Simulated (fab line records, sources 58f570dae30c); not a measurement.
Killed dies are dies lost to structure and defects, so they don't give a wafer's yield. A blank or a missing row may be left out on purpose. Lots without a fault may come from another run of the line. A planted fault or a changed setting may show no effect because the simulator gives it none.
Chamber matching | flow berkeley_cmos170 | UCB170_V2_CMP_02 on cmp-01: 4 sister chambers
The step polishes SiO2. 18 wafers are shown with their chamber, then 9 later ones without.

WAFERS WITH THEIR CHAMBER
wafer  | chamber | motor_current_A (A) | slurry_flow_ml_min
L233.2 | 2       | 16.7                | 149.4
L233.4 | 3       | 18.5                | 150.7
L233.5 | 2       | 17.3                | 149.7
L235.2 | 3       | 17.7                | 150.3
L235.3 | 0       | 13.7                | 150.3
L235.4 | 1       | 17.9                | 149.4
L237.2 | 3       | 17.8                | 150.3
L237.3 | 2       | 16.4                | 149.8
L237.4 | 1       | 17.1                | 150.0
L238.2 | 1       | 16.1                | 149.2
L238.3 | 2       | 16.3                | 150.3
L238.4 | 0       | 14.0                | 149.7
L239.1 | 1       | 16.5                | 150.2
L239.2 | 3       | 18.3                | 150.0
L239.6 | 1       | 17.1                | 150.4
L241.1 | 1       | 17.3                | 149.8
L241.2 | 0       | 14.4                | 150.3
L241.5 | 2       | 16.4                | 150.6

SIGNATURES (means of the wafers above)
reading            | chamber 0 | chamber 1 | chamber 2 | chamber 3 | scatter within a chamber
motor_current_A    | 14.033    | 17.000    | 16.620    | 18.075    | 0.489
slurry_flow_ml_min | 150.100   | 149.833   | 149.960   | 150.325   | 0.422
Rule: a wafer's distance from a chamber is the root of the sum, over the readings, of the square of ((its reading less the chamber's mean) divided by the reading's scatter). The wafer belongs to the nearest chamber; if the next one is less than 2 further off, it can't be placed. The scatter: the root of (the sum of the squares of (reading less its chamber's mean) over the shown wafers, divided by (wafers less chambers)).

WAFERS WITHOUT THEIR CHAMBER
wafer  | motor_current_A (A) | slurry_flow_ml_min
L249.2 | 17.0                | 150.1
L249.4 | 17.3                | 150.5
L249.5 | 14.4                | 149.8
L250.1 | 16.7                | 150.1
L250.2 | 18.4                | 150.2
L250.5 | 18.6                | 149.6
L253.1 | 14.2                | 150.0
L253.5 | 14.8                | 149.3
L253.6 | 16.8                | 150.2

WHICH CHAMBER EACH WENT THROUGH
wafer  | from the rows above          | in truth
L249.2 | can't be placed: 1 or 2 or 3 | 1
L249.4 | can't be placed: 3 or 1 or 2 | 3
L249.5 | 0                            | 0
L250.1 | can't be placed: 2 or 1      | 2
L250.2 | 3                            | 3
L250.5 | can't be placed: 3 or 1      | 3
L253.1 | 0                            | 0
L253.5 | can't be placed: 0 or 2      | 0
L253.6 | can't be placed: 2 or 1 or 3 | 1
Placed correctly: 3 of 9. Can't be placed from these rows: 6 (the true chamber is among the candidates in 6). Placed wrongly: 0.
